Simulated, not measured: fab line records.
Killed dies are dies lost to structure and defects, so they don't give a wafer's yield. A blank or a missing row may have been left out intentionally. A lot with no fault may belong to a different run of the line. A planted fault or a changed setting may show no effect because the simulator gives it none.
The tool behind it: which one? | flow berkeley-cmos170 | 21 wafers from 7 lots sampled at 3 of the route's 331 steps

## WHAT THE GAUGES SHOWED, per wafer
UCB170_FIELD_THK_MEAS_91.
lot  | measured     | on            | FIELD_OXIDE_LEFT_2_THK (nm)
L871 | day 7 07:12  | film-metro-01 | 361 361 354
L876 | day 7 22:43  | film-metro-03 | 340 352 337
L882 | day 8 17:13  | film-metro-01 | 411 406 407
L886 | day 9 07:42  | film-metro-01 | 348 347 356
L888 | day 10 08:49 | film-metro-03 | 343 357 334
L889 | day 10 18:33 | film-metro-01 | 356 359 362
L892 | day 11 08:35 | film-metro-03 | 346 351 352

## EACH LOT AND THE TOOL THAT RAN IT (in order: tool; ch and the chambers of the sampled wafers; start)
lot  | UCB170_ACTIVE_STRIP_16              | UCB170_GATE_WET_ETCH_00
L871 | plasma-asher-04 ch 0,1, day 5 09:53 | wet-bench-04 ch 1, day 7 07:08
L876 | plasma-asher-03 ch 0,1, day 6 11:16 | wet-bench-04 ch 3, day 7 22:37
L882 | plasma-asher-04 ch 0,1, day 7 07:14 | wet-bench-01 ch 3, day 8 17:09
L886 | plasma-asher-04 ch 0,1, day 7 17:10 | wet-bench-04 ch 0, day 9 07:37
L888 | plasma-asher-04 ch 0,1, day 8 10:05 | wet-bench-04 ch 1, day 10 08:44
L889 | plasma-asher-04 ch 0,1, day 8 20:34 | wet-bench-04 ch 2, day 10 18:28
L892 | plasma-asher-02 ch 0,1, day 9 08:44 | wet-bench-04 ch 0, day 11 08:29
- UCB170_ACTIVE_STRIP_16: strips in O2.
- UCB170_GATE_WET_ETCH_00: etches SiO2 in dHF, time 200 s.

## THE ANSWER, worked out from the rows above alone
Rule: usual is defined by the lots themselves. Put in order of their means at a reading, lots are off if they are a third of the lots or fewer, leave a main group of 4 or more, and stand apart from it by a gap of 3 or more times the standard deviation of the main group's means; of several such gaps the widest counts. A main group is skipped when, at the precision printed for the reading in the tables above, its means are all equal. A lot without any number at a reading at which 4 lots or more have one is off too. Where the step has rows for the other lots, those lots are counted as sound.
Off: at UCB170_FIELD_THK_MEAS_91 (FIELD_OXIDE_LEFT_2_THK), L882. For the main group the mean is 351 nm and the standard deviation 6.2.
If a tool, at a process step before that reading, ran all the lots that are off and no sound lot after the first of them, it fits. Those tools and the gauges at UCB170_FIELD_THK_MEAS_91 are tried in the same way. One fits: UCB170_GATE_WET_ETCH_00 on wet-bench-01. It ran no sound lot before its first lot that is off in this sample, so the start can't be narrowed down.

## WHAT WAS PUT IN BY THE SIMULATOR
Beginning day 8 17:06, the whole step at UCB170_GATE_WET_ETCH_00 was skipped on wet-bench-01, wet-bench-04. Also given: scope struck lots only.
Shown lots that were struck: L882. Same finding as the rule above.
